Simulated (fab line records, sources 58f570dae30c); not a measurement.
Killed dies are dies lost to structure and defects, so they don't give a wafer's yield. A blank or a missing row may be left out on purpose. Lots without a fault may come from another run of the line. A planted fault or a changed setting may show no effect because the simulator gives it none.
fab line records | flow berkeley_cmos170
record lots=5 wafers=23
route steps=331 shown NLDD@167 PSD@179 SDANNEAL@204 CONTACT@226 M1@242 V1@256 M2@272
start_h: hours from the record's first day to the start of the lot's first wafer shown | wait_h: hours since the lot's step before | " the same as in the row above | L1.1+2: a row that stands for several wafers | - no value, or no start given | * or withheld: withheld | < > ~ a bound
route shown NAME@n: a module of which the file shows steps, and the number in the route of the first | usual: mean/standard deviation of fault-free wafers | same: alike in all rows | chamber/n: place in a boat | sites: the reading at each site | _std_site: their standard deviation | _edge_site: outer sites' mean less inner sites' | radius_mm: how far each site lies from the wafer's centre | mask NAME#n: copy n | behind: the tool/chamber that last shaped the wafer | hold: why the lot was held/for how many hours/how that ended | device: the transistor (n, p or np) that didn't switch | end of line: the same wafers' tests at the end of the route | a step without rows: its recipe alone | killed: dies lost to structure and defects at the first sort, not the wafer's yield | map: a wafer's dies, x killed, . not, _ none there
set.NAME: the setting as run; set.NAME@STEP: as run at that earlier step | model.NAME: the simulator's own value behind a step, which no gauge read
lots whose settings were changed on purpose; a table a step, a row a wafer
## steps
# step UCB170_NLDD_IMPLANT_09
# recipe species=As dose_cm2=5e+13 energy_kev=30 tilt_deg=7 rotation_deg=180
# columns lot.wafer tool chamber start_h wait_h set.dose_cm2
L077.1+2+6 implanter-02 0 151.26 0.1 5e+13
L077.3+5 " 0 " " 5.14e+13
L079.2+5+6 implanter-01 0 154.81 0.1 5e+13
L083.2+5 implanter-03 0 168.09 0.1 4.893e+13
L083.3+4+6 " 0 " " 5e+13
L085.1+4+5 implanter-03 0 180.39 0.1 4.752e+13
L085.3+6 " 0 " " 5e+13
L084.1+2+6 implanter-01 0 180.63 0.1 5e+13
L084.3+4 " 0 " " 5.301e+13
# step UCB170_NLDD_STRIP_10
# recipe chemistry=O2 power_w=400 pressure_mtorr=3500 platen_temp_c=withheld o2_flow_sccm=400 overash_fraction=0.5
# usual strip_time_to_endpoint_s=21.59/0.051
# columns lot.wafer tool chamber start_h wait_h set.resist_thk_nm@NLDD_COAT_01 strip_time_to_endpoint_s
L077.1 plasma_asher-01 1 151.41 0.1 900 21.53
L077.2 " 0 " " 900 21.58
L077.3 " 1 " " 934.1 22.41
L077.5 " 0 " " 934.1 22.40
L077.6 " 1 " " 934.1 22.44
L079.2 plasma_asher-03 1 154.94 0.1 900 21.64
L079.5 " 1 " " 900 21.56
L079.6 " 0 " " 900 21.51
L083.2 plasma_asher-02 0 168.21 0.1 900 21.63
L083.3 " 1 " " 900 21.60
L083.4 " 0 " " 846.9 20.33
L083.5 " 1 " " 900 21.59
L083.6 " 0 " " 846.9 20.34
L085.1 plasma_asher-03 1 180.54 0.1 855.1 20.50
L085.3 " 1 " " 855.1 20.49
L085.4 " 0 " " 900 21.62
L085.5 " 1 " " 900 21.56
L085.6 " 0 " " 900 21.54
L084.1 plasma_asher-01 0 180.78 0.1 900 21.60
L084.2 " 1 " " 900 21.60
L084.3 " 0 " " 900 21.66
L084.4 " 1 " " 870.7 20.94
L084.6 " 1 " " 870.7 20.93
# step UCB170_PSD_PEB_04
# recipe peb_temp_c=130 peb_time_s=withheld resist=KrF
# columns lot.wafer tool chamber start_h wait_h set.peb_temp_c
L077.1+5 litho_track-01 0 156.76 0.1 130
L077.2+3+6 " 0 " " 128
L079.2+5+6 litho_track-02 0 161.94 0.1 130
L083.2+6 litho_track-03 0 174.80 1.0 130
L083.3+4+5 " 0 " " 126.5
L085.1+5 litho_track-02 0 185.63 0.8 133.5
L085.3+4+6 " 0 " " 130
L084.1+6 litho_track-03 0 185.76 0.9 127.1
L084.2+3+4 " 0 " " 130
# step UCB170_PSD_DEVELOP_05
# recipe developer=TMAH develop_time_s=45 resist=KrF dev_temp_c=21
# step UCB170_PSD_CD_MEAS_06
# recipe target_cd_nm=1200
# usual cd_nm=1199.9/1.2
# columns lot.wafer tool chamber start_h wait_h set.peb_temp_c@PSD_PEB_04 cd_nm
L077.1 cd_sem-02 - 157.03 - 130 1199.5
L077.2 " - " " 128 1186.3
L077.3 " - " " 128 1185.2
L077.5 " - " " 130 1199.8
L077.6 " - " " 128 1185.2
L079.2 cd_sem-01 - 162.21 - 130 1197.2
L079.5 " - " " 130 1197.4
L079.6 " - " " 130 1197.8
L083.2 cd_sem-02 - 175.09 - 130 1199.8
L083.3 " - " " 126.5 1174.3
L083.4 " - " " 126.5 1172.4
L083.5 " - " " 126.5 1172.9
L083.6 " - " " 130 1201.1
L085.1 cd_sem-01 - 185.94 - 133.5 1218.9
L085.3 " - " " 130 1200.0
L085.4 " - " " 130 1201.2
L085.5 " - " " 133.5 1221.7
L085.6 " - " " 130 1199.7
L084.1 cd_sem-02 - 186.03 - 127.1 1177.8
L084.2 " - " " 130 1200.0
L084.3 " - " " 130 1201.1
L084.4 " - " " 130 1201.2
L084.6 " - " " 127.1 1177.7
# step UCB170_SDANNEAL_RTA_00
# recipe temp_c=900 time_s=10 ambient=N2
# columns lot.wafer tool chamber start_h wait_h set.time_s
L077.1+2+3+5+6 rtp_anneal-02 0 166.50 0.0 10
L079.2+5+6 rtp_anneal-02 0 167.73 0.0 10
L083.2+4+6 rtp_anneal-01 0 179.49 0.0 9.363
L083.3+5 " 0 " " 10
L085.1+3+4+5+6 rtp_anneal-01 0 191.62 0.0 10
L084.1+4 rtp_anneal-01 0 192.28 0.0 9.61
L084.2+3+6 " 0 " " 10
# step UCB170_SDANNEAL_RTA_01
# recipe temp_c=1050 time_s=5 ambient=N2
# step UCB170_SDANNEAL_RS_MEAS_05
# recipe thk_meas_gauge=four-point-probe
# usual NLDD_RS=616.1/1.4
# columns lot.wafer tool chamber start_h wait_h set.dose_cm2@NLDD_IMPLANT_09 NLDD_RS[ohm/sq]
L077.1 film_metro-04 - 166.98 0.1 5e+13 616.0
L077.2 " - " " 5e+13 616.7
L077.3 " - " " 5.14e+13 610.7
L077.5 " - " " 5.14e+13 609.7
L077.6 " - " " 5e+13 617.4
L079.2 film_metro-04 - 168.22 0.1 5e+13 616.5
L079.5 " - " " 5e+13 616.7
L079.6 " - " " 5e+13 615.9
L083.2 film_metro-03 - 179.98 0.1 4.893e+13 622.2
L083.3 " - " " 5e+13 617.3
L083.4 " - " " 5e+13 616.8
L083.5 " - " " 4.893e+13 623.0
L083.6 " - " " 5e+13 616.8
L085.1 film_metro-04 - 192.10 0.1 4.752e+13 625.3
L085.3 " - " " 5e+13 614.2
L085.4 " - " " 4.752e+13 625.9
L085.5 " - " " 4.752e+13 625.8
L085.6 " - " " 5e+13 615.9
L084.1 film_metro-02 - 192.86 0.1 5e+13 619.1
L084.2 " - " " 5e+13 619.2
L084.3 " - " " 5.301e+13 605.8
L084.4 " - " " 5.301e+13 606.1
L084.6 " - " " 5e+13 618.0
# step UCB170_CONTACT_COAT_10
# recipe resist=KrF spin_rpm=1500 resist_thk_nm=900
# columns lot.wafer tool chamber start_h wait_h set.spin_rpm model.KrF_of_CONTACT_COAT_10.thk_nm
L077.1 litho_track-04 0 - - 1500 899.8
L077.2 " 0 " " 1500 901
L077.3 " 0 " " 1500 901.3
L077.5 " 0 " " 1500 898.2
L077.6 " 0 " " 1500 901.1
L079.2 litho_track-02 0 - - 1500 898.4
L079.5 " 0 " " 1500 896.9
L079.6 " 0 " " 1500 900
L083.2 litho_track-02 0 - - 1543 886.9
L083.3 " 0 " " 1543 885
L083.4 " 0 " " 1500 903.1
L083.5 " 0 " " 1500 899.6
L083.6 " 0 " " 1500 901.8
L085.1 litho_track-02 0 - - 1500 900.6
L085.3 " 0 " " 1577 877.8
L085.4 " 0 " " 1577 878.9
L085.5 " 0 " " 1577 878.5
L085.6 " 0 " " 1500 899.1
L084.1 litho_track-04 0 - - 1500 901.2
L084.2 " 0 " " 1500 900.7
L084.3 " 0 " " 1584 873.7
L084.4 " 0 " " 1584 875.1
L084.6 " 0 " " 1584 873.5
# step UCB170_M1_COAT_04
# recipe resist=KrF spin_rpm=1500 resist_thk_nm=900
# columns lot.wafer tool chamber start_h wait_h set.resist_thk_nm model.KrF_of_M1_COAT_04.thk_nm
L077.1 litho_track-02 0 - - 951.7 947.2
L077.2 " 0 " " 900 893.6
L077.3 " 0 " " 951.7 946.1
L077.5 " 0 " " 951.7 943.8
L077.6 " 0 " " 900 896.4
L079.2 litho_track-02 0 - - 900 900.8
L079.5 " 0 " " 900 898.5
L079.6 " 0 " " 900 899.3
L083.2 litho_track-02 0 - - 881.7 880.6
L083.3 " 0 " " 881.7 883.2
L083.4 " 0 " " 900 900.2
L083.5 " 0 " " 900 899.5
L083.6 " 0 " " 881.7 882.9
L085.1 litho_track-01 0 - - 883.1 884.5
L085.3 " 0 " " 900 900
L085.4 " 0 " " 900 898.8
L085.5 " 0 " " 883.1 885.2
L085.6 " 0 " " 900 900.7
L084.1 litho_track-02 0 - - 900 899.1
L084.2 " 0 " " 950.2 949.5
L084.3 " 0 " " 950.2 948.5
L084.4 " 0 " " 950.2 947.5
L084.6 " 0 " " 900 898
# step UCB170_M1_SOFTBAKE_05
# recipe resist=KrF temp_c=130 time_s=60
# step UCB170_M1_EXPOSE_06
# recipe mask_id=METAL1 target_cd_nm=700 na=0.5 sigma_outer=0.6 source_shape=conventional dose_mj=21
# step UCB170_M1_ETCH_11
# recipe chemistry=N2/H2 target_depth_a=withheld overetch_a=withheld target=BARC time_s=withheld source_w=500 bias_w=100 pressure_mtorr=30 n2_flow_sccm=100 h2_flow_sccm=200
# step UCB170_M1_METAL_ETCH_12
# recipe chemistry=Cl2/BCl3 target=Al stop_on=PSG pressure_mtorr=12 target_depth_a=7800 over_etch_frac=0.3 time_s=130 icp_w=600 bias_w=120 Cl2_flow_sccm=90 bcl3_flow_sccm=45
# columns lot.wafer tool chamber start_h wait_h set.resist_thk_nm@M1_COAT_04 model.KrF_of_M1_COAT_04.thk_nm
L077.1 rie_metal-03 0 179.06 - 951.7 474.7
L077.2 " 0 " " 900 419.9
L077.3 " 0 " " 951.7 470.7
L077.5 " 0 " " 951.7 472.2
L077.6 " 0 " " 900 423.9
L079.2 rie_metal-04 0 179.24 - 900 414.4
L079.5 " 1 " " 900 429.5
L079.6 " 0 " " 900 411.3
L083.2 rie_metal-02 0 187.28 - 881.7 441.7
L083.3 " 1 " " 881.7 409.1
L083.4 " 0 " " 900 463.2
L083.5 " 1 " " 900 431.2
L083.6 " 0 " " 881.7 441.3
L085.1 rie_metal-03 0 202.59 - 883.1 416.4
L085.3 " 0 " " 900 429.4
L085.4 " 0 " " 900 431.6
L085.5 " 0 " " 883.1 419
L085.6 " 0 " " 900 432.1
L084.1 rie_metal-04 1 202.67 - 900 430.2
L084.2 " 0 " " 950.2 465.1
L084.3 " 0 " " 950.2 463
L084.4 " 1 " " 950.2 480
L084.6 " 1 " " 900 431.9
# step UCB170_V1_CMP_02
# recipe material=SiO2 down_force_psi=6 platen_rpm=60 pad_velocity_m_s=0.75398
# columns lot.wafer tool chamber start_h wait_h set.leave_above_ref_nm model.SiO2_of_V1_CVD_00.thk_nm
L079.2 cmp-02 1 183.25 0.3 1000 998.9
L079.6 " 0 " " 1000 1003
L079.5 " 1 " " 1000 999.9
L077.3 cmp-01 3 183.44 0.5 1000 1001
L077.2 " 1 " " 1000 1003
L077.1 " 2 " " 1075 1073
L077.5 " 3 " " 1075 1075
L077.6 " 0 " " 1000 999.4
L083.4+3 cmp-01 3,0 192.39 1.1 1000 -
L083.2 " 2 " " 1000 999.8
L083.6 " 3 " " 1000 999.3
L083.5 " 0 " " 1000 999.4
L084.1+6 cmp-02 2 207.04 0.1 1054 -
L084.2 " 3 " " 1000 1002
L084.3 " 0 " " 1000 -
L084.4 " 1 " " 1054 1053
L085.4 cmp-01 0 207.39 0.3 941.7 939.4
L085.3 " 1 " " 1000 1000
L085.1 " 2 " " 941.7 940.1
L085.6 " 3 " " 941.7 939.6
L085.5 " 0 " " 1000 998.2
# step UCB170_V1_THK_MEAS_04
# recipe reads=SiO2_of_V1_CVD_00
# usual V1_POLISHED_THK=1000.7/1.6
# columns lot.wafer tool chamber start_h wait_h set.leave_above_ref_nm@V1_CMP_02 V1_POLISHED_THK[nm]
L079.2 film_metro-04 - 183.63 0.1 1000 1000.1
L079.5 " - " " 1000 999.8
L079.6 " - " " 1000 1003.5
L077.1 film_metro-01 - 183.86 0.1 1075 1072.8
L077.2 " - " " 1000 1002.8
L077.3 " - " " 1000 1000.4
L077.5 " - " " 1075 1074.7
L077.6 " - " " 1000 999.9
L083.2 film_metro-03 - 192.82 0.1 1000 999.9
L083.3 " - " " 1000 998.8
L083.4 " - " " 1000 999.9
L083.5 " - " " 1000 999.1
L083.6 " - " " 1000 998.6
L084.1 film_metro-01 - 207.46 0.1 1054 1053.4
L084.2 " - " " 1000 1001.7
L084.3 " - " " 1000 1002.8
L084.4 " - " " 1054 1052.7
L084.6 " - " " 1054 1055.5
L085.1 film_metro-04 - 207.76 0.1 941.7 940.0
L085.3 " - " " 1000 999.8
L085.4 " - " " 941.7 939.9
L085.5 " - " " 1000 998.6
L085.6 " - " " 941.7 939.4
# step UCB170_V1_PEB_10
# recipe peb_temp_c=130 peb_time_s=withheld resist=KrF
# columns lot.wafer tool chamber start_h wait_h set.peb_temp_c
L079.2+5+6 litho_track-04 0 185.86 0.5 130
L077.1+2+5 litho_track-04 0 186.11 0.5 133.6
L077.3+6 " 0 " " 130
L083.2+4+6 litho_track-03 0 194.88 0.6 130
L083.3+5 " 0 " " 133.6
L084.1+2+6 litho_track-01 0 208.50 0.1 126.8
L084.3+4 " 0 " " 130
L085.1+5+6 litho_track-04 0 208.74 0.1 129
L085.3+4 " 0 " " 130
# step UCB170_V1_DEVELOP_11
# recipe developer=TMAH develop_time_s=45 resist=KrF dev_temp_c=21
# step UCB170_V1_CD_MEAS_12
# recipe target_cd_nm=700
# usual cd_nm=700.2/0.97
# columns lot.wafer tool chamber start_h wait_h set.peb_temp_c@V1_PEB_10 cd_nm
L079.2 cd_sem-02 - 186.17 - 130 699.8
L079.5 " - " " 130 700.5
L079.6 " - " " 130 699.9
L077.1 cd_sem-02 - 186.39 - 133.6 721.0
L077.2 " - " " 133.6 721.2
L077.3 " - " " 130 701.2
L077.5 " - " " 133.6 722.6
L077.6 " - " " 130 700.6
L083.2 cd_sem-02 - 195.15 - 130 700.7
L083.3 " - " " 133.6 720.8
L083.4 " - " " 130 701.7
L083.5 " - " " 133.6 719.7
L083.6 " - " " 130 700.4
L084.1 cd_sem-01 - 208.78 - 126.8 675.9
L084.2 " - " " 126.8 676.9
L084.3 " - " " 130 699.6
L084.4 " - " " 130 699.6
L084.6 " - " " 126.8 676.1
L085.1 cd_sem-01 - 209.02 - 129 692.0
L085.3 " - " " 130 699.6
L085.4 " - " " 130 699.5
L085.5 " - " " 129 690.3
L085.6 " - " " 129 692.0
# step UCB170_V1_ETCH_14
# recipe chemistry=CHF3/CF4/Ar target=SiO2 stop_on=Al CHF3_flow_sccm=45 cf4_flow_sccm=15 Ar_flow_sccm=150 pressure_mtorr=200 rf_w=700 target_depth_a=12500 over_etch_frac=0.25 time_s=291
# columns lot.wafer tool chamber start_h wait_h set.leave_above_ref_nm@V1_CMP_02 set.peb_temp_c@V1_PEB_10 model.V1.feature_depth_nm model.etch.depth_nm model.V1.cd_nm
L079.2 rie_diel-01 1 186.31 0.0 1000 130 999 998.9 699.4
L079.5 " 1 " " 1000 130 999.9 999.9 699.5
L079.6 " 3 " " 1000 130 1003 1003 699.6
L077.1 rie_diel-04 2 186.55 0.0 1075 133.6 1073 1073 720
L077.2 " 3 " " 1000 133.6 1003 1003 720.7
L077.3 " 1 " " 1000 130 1001 1001 702.4
L077.5 " 2 " " 1075 133.6 1076 1075 722.1
L077.6 " 1 " " 1000 130 999.5 999.4 701.5
L083.2 rie_diel-01 1 195.28 0.0 1000 130 999.9 999.8 700.3
L083.3 " 3 " " 1000 133.6 998.7 - 719.5
L083.4 " 2 " " 1000 130 1001 - 701
L083.5 " 1 " " 1000 133.6 999.4 999.4 718.5
L083.6 " 3 " " 1000 130 999.3 999.3 699.4
L084.1 rie_diel-03 2 208.93 0.0 1054 126.8 1055 - 676
L084.2 " 1 " " 1000 126.8 1002 1002 678
L084.3 " 3 " " 1000 130 1002 - 700.8
L084.4 " 0 " " 1054 130 1053 1053 698.2
L084.6 " 2 " " 1054 126.8 1055 - 675.8
L085.1 rie_diel-04 2 209.17 0.0 941.7 129 940.2 940.1 691
L085.3 " 1 " " 1000 130 1000 1000 700.3
L085.4 " 0 " " 941.7 130 940.2 939.4 700.4
L085.5 " 1 " " 1000 129 998.3 998.2 690.7
L085.6 " 2 " " 941.7 129 939.7 939.6 691.4
# step UCB170_V1_STRIP_15
# recipe chemistry=O2 power_w=400 pressure_mtorr=3500 platen_temp_c=withheld o2_flow_sccm=400 overash_fraction=0.5
# step UCB170_V1_CD_MEAS_90
# recipe target_cd_nm=700
# usual cd_nm=700.0/1.1
# columns lot.wafer tool chamber start_h wait_h set.peb_temp_c@V1_PEB_10 cd_nm
L079.2 cd_sem-02 - 186.61 0.1 130 699.8
L079.5 " - " " 130 699.6
L079.6 " - " " 130 699.7
L077.1 cd_sem-01 - 186.83 0.1 133.6 719.9
L077.2 " - " " 133.6 721.1
L077.3 " - " " 130 702.6
L077.5 " - " " 133.6 722.1
L077.6 " - " " 130 701.1
L083.2 cd_sem-01 - 195.58 0.1 130 700.4
L083.3 " - " " 133.6 719.8
L083.4 " - " " 130 701.3
L083.5 " - " " 133.6 718.2
L083.6 " - " " 130 699.4
L084.1 cd_sem-02 - 209.21 0.1 126.8 676.0
L084.2 " - " " 126.8 677.9
L084.3 " - " " 130 701.0
L084.4 " - " " 130 698.2
L084.6 " - " " 126.8 675.8
L085.1 cd_sem-01 - 209.45 0.1 129 690.7
L085.3 " - " " 130 700.4
L085.4 " - " " 130 700.4
L085.5 " - " " 129 690.4
L085.6 " - " " 129 691.5
# step UCB170_M2_SPUTTER_01
# recipe material=Al target_thk_nm=900 time_s=120 power_w=6000 chamber_pressure_pa=0.5
# columns lot.wafer tool chamber start_h wait_h set.power_w model.Al_of_M2_SPUTTER_01.thk_nm
L079.2 pvd_sputter-03 - 186.78 0.0 6000 923.8
L079.5 " - " " 6000 920.7
L079.6 " - " " 6000 921.7
L077.1 pvd_sputter-01 - 187.02 0.0 6000 891.5
L077.2 " - " " 6000 904.9
L077.3 " - " " 6000 899.9
L077.5 " - " " 6000 898.1
L077.6 " - " " 6000 891.6
L083.2 pvd_sputter-04 - 195.75 0.0 6000 880
L083.3 " - " " 5493 825.6
L083.4 " - " " 5493 824.6
L083.5 " - " " 6000 913.3
L083.6 " - " " 6000 901
L084.1 pvd_sputter-04 - 209.40 0.0 6656 991.3
L084.2 " - " " 6000 873.9
L084.3 " - " " 6656 991.8
L084.4 " - " " 6000 873.8
L084.6 " - " " 6656 987.1
L085.1 pvd_sputter-01 - 209.64 0.0 6000 905.6
L085.3 " - " " 5802 871.7
L085.4 " - " " 6000 906.4
L085.5 " - " " 5802 868.9
L085.6 " - " " 5802 878.4
# step UCB170_M2_RS_MEAS_02
# recipe thk_meas_gauge=four-point-probe reads=Al_of_M2_SPUTTER_01
# usual M2_AL_RS=0.0322/0.00039
# columns lot.wafer tool chamber start_h wait_h set.power_w@M2_SPUTTER_01 M2_AL_RS[ohm/sq]
L079.2 film_metro-02 - 186.88 0.1 6000 0.0314
L079.5 " - " " 6000 0.0314
L079.6 " - " " 6000 0.0314
L077.1 film_metro-04 - 187.10 0.0 6000 0.0324
L077.2 " - " " 6000 0.0319
L077.3 " - " " 6000 0.0321
L077.5 " - " " 6000 0.0321
L077.6 " - " " 6000 0.0324
L083.2 film_metro-01 - 195.85 0.1 6000 0.0329
L083.3 " - " " 5493 0.0352
L083.4 " - " " 5493 0.0352
L083.5 " - " " 6000 0.0317
L083.6 " - " " 6000 0.0321
L084.1 film_metro-01 - 209.48 0.0 6656 0.0291
L084.2 " - " " 6000 0.0331
L084.3 " - " " 6656 0.0292
L084.4 " - " " 6000 0.0331
L084.6 " - " " 6656 0.0293
L085.1 film_metro-04 - 209.72 0.0 6000 0.0319
L085.3 " - " " 5802 0.0332
L085.4 " - " " 6000 0.0319
L085.5 " - " " 5802 0.0332
L085.6 " - " " 5802 0.0328
# step UCB170_M2_THK_MEAS_03
# recipe thk_meas_gauge=xrf reads=Al_of_M2_SPUTTER_01
# usual M2_AL_THK=925/9.9
# columns lot.wafer tool chamber start_h wait_h set.power_w@M2_SPUTTER_01 M2_AL_THK[nm]
L079.2 film_metro-02 - 186.99 0.1 6000 940
L079.5 " - " " 6000 933
L079.6 " - " " 6000 940
L077.1 film_metro-04 - 187.22 0.1 6000 915
L077.2 " - " " 6000 930
L077.3 " - " " 6000 930
L077.5 " - " " 6000 923
L077.6 " - " " 6000 918
L083.2 film_metro-01 - 195.96 0.1 6000 910
L083.3 " - " " 5493 856
L083.4 " - " " 5493 847
L083.5 " - " " 6000 947
L083.6 " - " " 6000 930
L084.1 film_metro-01 - 209.60 0.1 6656 1022
L084.2 " - " " 6000 905
L084.3 " - " " 6656 1028
L084.4 " - " " 6000 905
L084.6 " - " " 6656 1018
L085.1 film_metro-04 - 209.84 0.1 6000 929
L085.3 " - " " 5802 896
L085.4 " - " " 6000 930
L085.5 " - " " 5802 893
L085.6 " - " " 5802 902
## key
split step=UCB170_NLDD_IMPLANT_09 setting=dose_cm2 stated=5e+13 by=wafer
response step=UCB170_SDANNEAL_RS_MEAS_05 reading=NLDD_RS change=-2.19 per=1% r=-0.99
split step=UCB170_PSD_PEB_04 setting=peb_temp_c stated=130 by=wafer
response step=UCB170_PSD_CD_MEAS_06 reading=cd_nm change=+9.18 per=1% r=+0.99
split step=UCB170_SDANNEAL_RTA_00 setting=time_s stated=10 by=wafer
response none clear
split step=UCB170_CONTACT_COAT_10 setting=spin_rpm stated=1500 by=wafer
response step=UCB170_CONTACT_COAT_10 reading=model.KrF_of_CONTACT_COAT_10.thk_nm change=-4.63 per=1% r=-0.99
split step=UCB170_M1_COAT_04 setting=resist_thk_nm stated=900 by=wafer
response step=UCB170_M1_COAT_04 reading=model.KrF_of_M1_COAT_04.thk_nm change=+8.83 per=1% r=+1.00
response step=UCB170_M1_METAL_ETCH_12 reading=model.KrF_of_M1_COAT_04.thk_nm change=+7.85 per=1% r=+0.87
split step=UCB170_V1_CMP_02 setting=leave_above_ref_nm stated=1000 by=wafer
response step=UCB170_V1_CMP_02 reading=model.SiO2_of_V1_CVD_00.thk_nm change=+9.89 per=1% r=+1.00
response step=UCB170_V1_THK_MEAS_04 reading=V1_POLISHED_THK change=+9.8 per=1% r=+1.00
response step=UCB170_V1_ETCH_14 reading=model.V1.feature_depth_nm change=+9.84 per=1% r=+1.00
response step=UCB170_V1_ETCH_14 reading=model.etch.depth_nm change=+9.89 per=1% r=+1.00
split step=UCB170_V1_PEB_10 setting=peb_temp_c stated=130 by=wafer
response step=UCB170_V1_CD_MEAS_12 reading=cd_nm change=+7.93 per=1% r=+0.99
response step=UCB170_V1_ETCH_14 reading=model.V1.cd_nm change=+7.65 per=1% r=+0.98
response step=UCB170_V1_CD_MEAS_90 reading=cd_nm change=+7.68 per=1% r=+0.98
split step=UCB170_M2_SPUTTER_01 setting=power_w stated=6000 by=wafer
response step=UCB170_M2_SPUTTER_01 reading=model.Al_of_M2_SPUTTER_01.thk_nm change=+9.89 per=1% r=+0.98
response step=UCB170_M2_RS_MEAS_02 reading=M2_AL_RS change=-0.000354 per=1% r=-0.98
response step=UCB170_M2_THK_MEAS_03 reading=M2_AL_THK change=+10.2 per=1% r=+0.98
split outside_this_file step=UCB170_NLDD_COAT_01 setting=resist_thk_nm
# split outside_this_file: this setting was split too, and the file shows its column; the key of that split is in another file
